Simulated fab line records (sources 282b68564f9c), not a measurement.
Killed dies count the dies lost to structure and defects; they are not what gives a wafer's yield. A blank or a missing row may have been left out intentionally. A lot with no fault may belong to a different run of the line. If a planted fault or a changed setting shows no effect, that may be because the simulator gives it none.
A struck lot beside a sound one	flow ritCmos	17 out of 202 route steps
Sound: these wafers, L160.3, L160.4, L160.5. Struck: wafers L166.2, L166.5, L166.6. The cause comes at the end.
Each step with rows lists, per side, the tool, then ch with its chambers, then its first start. Under that, the readings that differ: sound wafers	struck wafers	difference of the means	sigmas: that difference in standard deviations of wafers without a fault.
alike: readings with means less than 2 such deviations apart, plus words and numbers identical on both sides. not compared: withheld readings, readings lacking a value on some wafer, bounds such as >300 that could conceal the same value, and numbers that have no deviation in the record and whose values overlap.
Wherever a step has rows on one side only, a row that says differs or no value, or a row with sigmas, the two part there. Non-overlapping numbers with no deviation appear without sigmas and do not part them. A reading that every wafer of one side lacks parts them only if that side has two wafers or more.

first, 2 steps without rows for these wafers: RIT_NRETRO_HARDBAKE_07 (time 120 s); RIT_NRETRO_IMPLANT_08.
RIT_NRETRO_STRIP_09: strips in O2, time 180 s.
  sound on plasmaAsher-01 ch 0,1, day 2 13:14; struck on plasmaAsher-01 ch 0,1, day 3 17:50
  alike: drypumpMotorCurrentA
  not compared: rfHoursCounterH
RIT_NRETRO_TW_MEAS_10:
  sound on filmMetro-02, day 2 13:23; struck on filmMetro-02, day 3 18:02
  alike: NRETRO_TW
then, 6 steps without rows for these wafers: RIT_PRETRO_HMDS_00 (prime time 60 s); RIT_PRETRO_COAT_01 (resist thk 1300 nm); RIT_PRETRO_SOFTBAKE_02 (time 60 s); RIT_PRETRO_EXPOSE_03 (exposes mask M5, target cd 43700 nm); RIT_PRETRO_PEB_04; RIT_PRETRO_DEVELOP_05 (develop time 68 s).
RIT_PRETRO_OVL_MEAS_06:
  sound on overlay-01, day 2 14:19; struck on overlay-01, day 3 18:58
  alike: PRETRO_OVL
then, 1 step without rows for these wafers: RIT_PRETRO_HARDBAKE_07 (time 120 s).
RIT_PRETRO_IMPLANT_08:
  sound on implanter-03 ch 0, day 2 14:38; struck on implanter-04 ch 0, day 3 19:22
reading	sound	struck	difference	sigmas
doseIonsCm2	1.2009e+13 1.2008e+13 1.2002e+13	9.987e+12 9.956e+12 9.973e+12	-2.034e+12	-99 or more
faradayCurrentUA	39.1 38.8 37.7	31.4 31.8 31.2	-7.1	-10
  alike: beamEnergyKeV
RIT_PRETRO_STRIP_09: strips in O2, time 180 s.
  sound on plasmaAsher-04 ch 0,1, day 2 14:47; struck on plasmaAsher-03 ch 0,1, day 3 19:29
  alike: drypumpMotorCurrentA
  not compared: rfHoursCounterH
RIT_PRETRO_TW_MEAS_10:
  sound on filmMetro-03, day 2 14:56; struck on filmMetro-01, day 3 19:41
reading	sound	struck	difference	sigmas
PRETRO_TW	483 482 482	447 448 449	-34	-8
then, 1 step without rows for these wafers: RIT_GATE_WET_ETCH_00 (etches SiO2 in BOE, target depth 56 nm, time 60 s).
RIT_M1_PROBE_99:
  sound on prober-02, day 3 19:20; struck on prober-02, day 4 23:00
reading	sound	struck	difference	sigmas
model.etest.nmos_0p3.rOnOhmUm	2109 2084 2094	2062 2075 2060	-30	
model.etest.nmosTurned.driveUaUm	337.9 344.9 336.9	358.8 349.7 362.8	+17.2	
model.etest.nmos_0p3.driveUaUm	231.6 229.2 230.3	245 239.8 246.1	+13	
model.etest.nmosNarrow.driveUaUm	221.8 229 228.9	241.1 235.4 237.8	+11.5	
model.etest.nmos_0p15.offLog10AUm	-10.44 -9.916 -9.983	-9.844 -9.843 -9.561	+0.364	
model.etest.gateEndArray.leakLog10AUm	-12.85 -12.88 -12.88	-12.68 -12.8 -12.57	+0.19	
model.etest.nmos_0p3.offLog10AUm	-13.05 -13.08 -12.98	-12.86 -12.87 -12.82	+0.19	
  alike: killedAtFrontEnd, killedDies, killedOnRim, killedOpen, killedShort
  not compared: model.etest.retroEdgeNmos.offLog10AUm

WHERE THEY PART
At RIT_PRETRO_IMPLANT_08 first; at RIT_PRETRO_TW_MEAS_10 last (within this record only). Later steps at which nothing parts them and some readings are alike: RIT_M1_PROBE_99.

WHY: whatever the simulator had introduced
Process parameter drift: implanter-04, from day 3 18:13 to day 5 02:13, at RIT_PRETRO_IMPLANT_08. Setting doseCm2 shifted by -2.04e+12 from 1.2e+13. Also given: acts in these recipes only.
